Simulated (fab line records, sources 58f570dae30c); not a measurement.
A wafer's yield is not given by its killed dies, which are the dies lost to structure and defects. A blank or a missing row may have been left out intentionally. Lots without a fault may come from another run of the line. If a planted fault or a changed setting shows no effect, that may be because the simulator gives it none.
Shared-tool check	flow berkeley_cmos170	Sampled: 14 lots, 42 wafers

== WHY IT WAS OPENED ==
On 2 of the 14 lots, a flag is raised at UCB170_NSD_CD_MEAS_06 on the reading cd_nm. No-fault wafers: 1199.8 nm, standard deviation 1.4.
Rule: a lot is flagged when every wafer of it that has a number lies more than 4 standard deviations from that mean, or none has a number. The rest of the lots are taken to be sound.

lot	measured	on	cd_nm (nm), wafer by wafer	flag
L490	day 6 08:42	cd_sem-02	1201.1 1199.7 1200.3	
L489	day 6 12:49	cd_sem-01	1201.8 1200.3 1202.5	
L491	day 7 07:29	cd_sem-01	1201.5 1200.4 1198.9	
L493	day 7 19:34	cd_sem-02	1199.8 1200.1 1198.3	
L492	day 7 19:44	cd_sem-01	1200.7 1198.7 1200.5	
L494	day 7 20:02	cd_sem-01	1202.0 1201.4 1199.7	
L502	day 9 01:11	cd_sem-01	1189.2 1189.1 1189.2	FLAGGED
L500	day 9 01:26	cd_sem-02	1187.0 1186.9 1187.2	FLAGGED
L503	day 9 22:46	cd_sem-01	1199.6 1200.1 1199.9	
L506	day 10 10:12	cd_sem-01	1200.8 1198.6 1199.9	
L508	day 10 13:13	cd_sem-02	1201.2 1201.9 1200.0	
L509	day 10 13:56	cd_sem-01	1200.2 1199.9 1200.7	
L510	day 10 20:59	cd_sem-02	1202.5 1202.4 1202.3	
L512	day 10 22:20	cd_sem-01	1199.3 1199.7 1199.3	
The numbers of the flagged lots are 1188.1 nm on average: -11.7 nm against the usual, or -8 standard deviations.

== EACH LOT AND THE TOOL IT RAN ON ==
The record holds 1 process step before the reading, out of a route of 331 steps. Cell contents, in order: the tool; ch with the chambers the sampled wafers went through; the start.
lot	flag	UCB170_NSD_PEB_04
L490		litho_track-01 ch 0, day 6 08:26
L489		litho_track-04 ch 0, day 6 12:32
L491		litho_track-03 ch 0, day 7 07:13
L493		litho_track-03 ch 0, day 7 19:08
L492		litho_track-03 ch 0, day 7 19:28
L494		litho_track-04 ch 0, day 7 19:46
L502	FLAGGED	litho_track-01 ch 0, day 9 00:55
L500	FLAGGED	litho_track-01 ch 0, day 9 01:10
L503		litho_track-03 ch 0, day 9 22:29
L506		litho_track-03 ch 0, day 10 09:55
L508		litho_track-04 ch 0, day 10 12:56
L509		litho_track-03 ch 0, day 10 13:40
L510		litho_track-03 ch 0, day 10 20:43
L512		litho_track-04 ch 0, day 10 22:04
What the steps here do:
- UCB170_NSD_PEB_04
- UCB170_NSD_CD_MEAS_06: target cd 1200 nm.

== FLAGGED OVER TOTAL, TOOL BY TOOL (the gauges that took the reading come last) ==
step	tool	lots run	flagged	share of the flagged lots	sound lots run after its first flagged lot
UCB170_NSD_PEB_04	litho_track-01	3	2	all	0
UCB170_NSD_PEB_04	litho_track-03	7	0	none	-
UCB170_NSD_PEB_04	litho_track-04	4	0	none	-
UCB170_NSD_CD_MEAS_06	cd_sem-01	9	1	some	4 (L503,L506,L509,L512)
UCB170_NSD_CD_MEAS_06	cd_sem-02	5	1	some	2 (L508,L510)

== WHAT IS ALLOWED BY THE TABLE ==
1 row of the table ran every flagged lot: litho_track-01 at UCB170_NSD_PEB_04.
- litho_track-01 at UCB170_NSD_PEB_04 ran 3 lots, 2 of them flagged. It ran its last sound lot, L490, at day 6 08:26 and its first flagged lot, L502, at day 9 00:55: a fault with its onset between the two fits. Its own readings (heater_power_total_W) fall more than 4 standard deviations out on all wafers of the flagged lots.
Just one tool remains: litho_track-01 at UCB170_NSD_PEB_04.

== WHAT THE SIMULATOR HAD PUT IN ==
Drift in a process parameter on litho_track-01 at UCB170_NSD_PEB_04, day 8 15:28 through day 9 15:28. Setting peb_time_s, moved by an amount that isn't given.
Struck lots among those shown: L502, L500. The rule above reached the same finding.
